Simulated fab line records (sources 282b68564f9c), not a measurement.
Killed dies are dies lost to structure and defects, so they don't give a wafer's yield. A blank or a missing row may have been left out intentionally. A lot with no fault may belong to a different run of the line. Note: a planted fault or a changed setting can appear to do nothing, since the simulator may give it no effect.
Struck lot and sound lot, side by side ; flow ritCmos ; 21 steps out of a route of 202
Sound: these wafers, L244.1, L244.2, L244.3. Wafers struck: L258.1, L258.2, L258.5. The cause comes at the end.
Per side, at each step with rows, come the tool, then ch with its chambers, and then its first start. Under that, the readings that differ: sound wafers ; struck wafers ; difference of the means ; sigmas: that difference in standard deviations of wafers without a fault.
alike: readings with means less than 2 such deviations apart, plus words and numbers identical on both sides. not compared: withheld readings, readings lacking a value on some wafer, bounds such as >300 that could conceal the same value, and numbers that have no deviation in the record and whose values overlap.
A row with sigmas, a row that says differs or no value, or rows on one side alone: a step with any of these is where the two part. Numbers that have no deviation but don't overlap get no sigmas and don't part them. A reading that every wafer of one side lacks parts them only if that side has two wafers or more.

first, 6 steps without rows for these wafers: RIT_NRETRO_HMDS_00 (prime time 60 s); RIT_NRETRO_COAT_01 (resist thk 1300 nm); RIT_NRETRO_SOFTBAKE_02 (time 60 s); RIT_NRETRO_EXPOSE_03 (exposes mask M4, target cd 43900 nm); RIT_NRETRO_PEB_04; RIT_NRETRO_DEVELOP_05 (develop time 68 s).
RIT_NRETRO_OVL_MEAS_06:
  sound: overlay-02 at day 3 22:45; struck: overlay-02 at day 6 23:25
  alike: NRETRO_OVL
then, 2 steps without rows for these wafers: RIT_NRETRO_HARDBAKE_07 (time 120 s); RIT_NRETRO_IMPLANT_08.
RIT_NRETRO_STRIP_09: strips in O2, time 180 s.
  sound on plasmaAsher-01 ch 0,1, day 3 23:11; struck on plasmaAsher-02 ch 0,1, day 6 23:52
  alike: drypumpMotorCurrentA
  not compared: rfHoursCounterH
RIT_NRETRO_TW_MEAS_10:
  sound: filmMetro-01 at day 3 23:22; struck: filmMetro-03 at day 7 00:02
  alike: NRETRO_TW
then, 1 step without rows for these wafers: RIT_PRETRO_HMDS_00 (prime time 60 s).
RIT_PRETRO_COAT_01: resist thk 1300 nm.
  sound on lithoTrack-01 ch 0, day 3 23:34; struck on lithoTrack-01 ch 0, day 7 00:14
reading;sound;struck;difference;sigmas
spinSpeedRpm (rpm);1997.6 2000.3 2000.1;1379.7 1380.6 1380.4;-619.1;-99 or more
model.NOVOLAK_of_PRETRO_COAT_01.thkNm (nm);1297 1296 1295;1565 1568 1560;+268;
then, 4 steps without rows for these wafers: RIT_PRETRO_SOFTBAKE_02 (time 60 s); RIT_PRETRO_EXPOSE_03 (exposes mask M5, target cd 43700 nm); RIT_PRETRO_PEB_04; RIT_PRETRO_DEVELOP_05 (develop time 68 s).
RIT_PRETRO_OVL_MEAS_06:
  sound: overlay-02 at day 4 00:18; struck: overlay-02 at day 7 01:05
  alike: PRETRO_OVL
RIT_PRETRO_HARDBAKE_07: time 120 s.
  sound on lithoTrack-04 ch 0, day 4 00:20; struck on lithoTrack-03 ch 0, day 7 01:07
reading;sound;struck;difference;sigmas
model.NOVOLAK_of_PRETRO_COAT_01.thkNm (nm);1134 1133 1133;1365 1367 1360;+231;
then, 1 step without rows for these wafers: RIT_PRETRO_IMPLANT_08.
RIT_M1_PROBE_99:
  sound: prober-01 at day 5 03:05; struck: prober-01 at day 8 03:54
  alike: killedAtContacts, killedAtFrontEnd, killedDies, killedOpen, killedShort

## WHERE THEY PART
Only at RIT_PRETRO_COAT_01, within this record. Later steps at which nothing parts them and some readings are alike: RIT_PRETRO_OVL_MEAS_06, RIT_M1_PROBE_99.

WHY: the cause the simulator had injected
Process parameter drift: lithoTrack-01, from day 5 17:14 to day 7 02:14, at RIT_PRETRO_COAT_01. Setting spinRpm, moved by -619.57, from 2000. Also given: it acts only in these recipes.
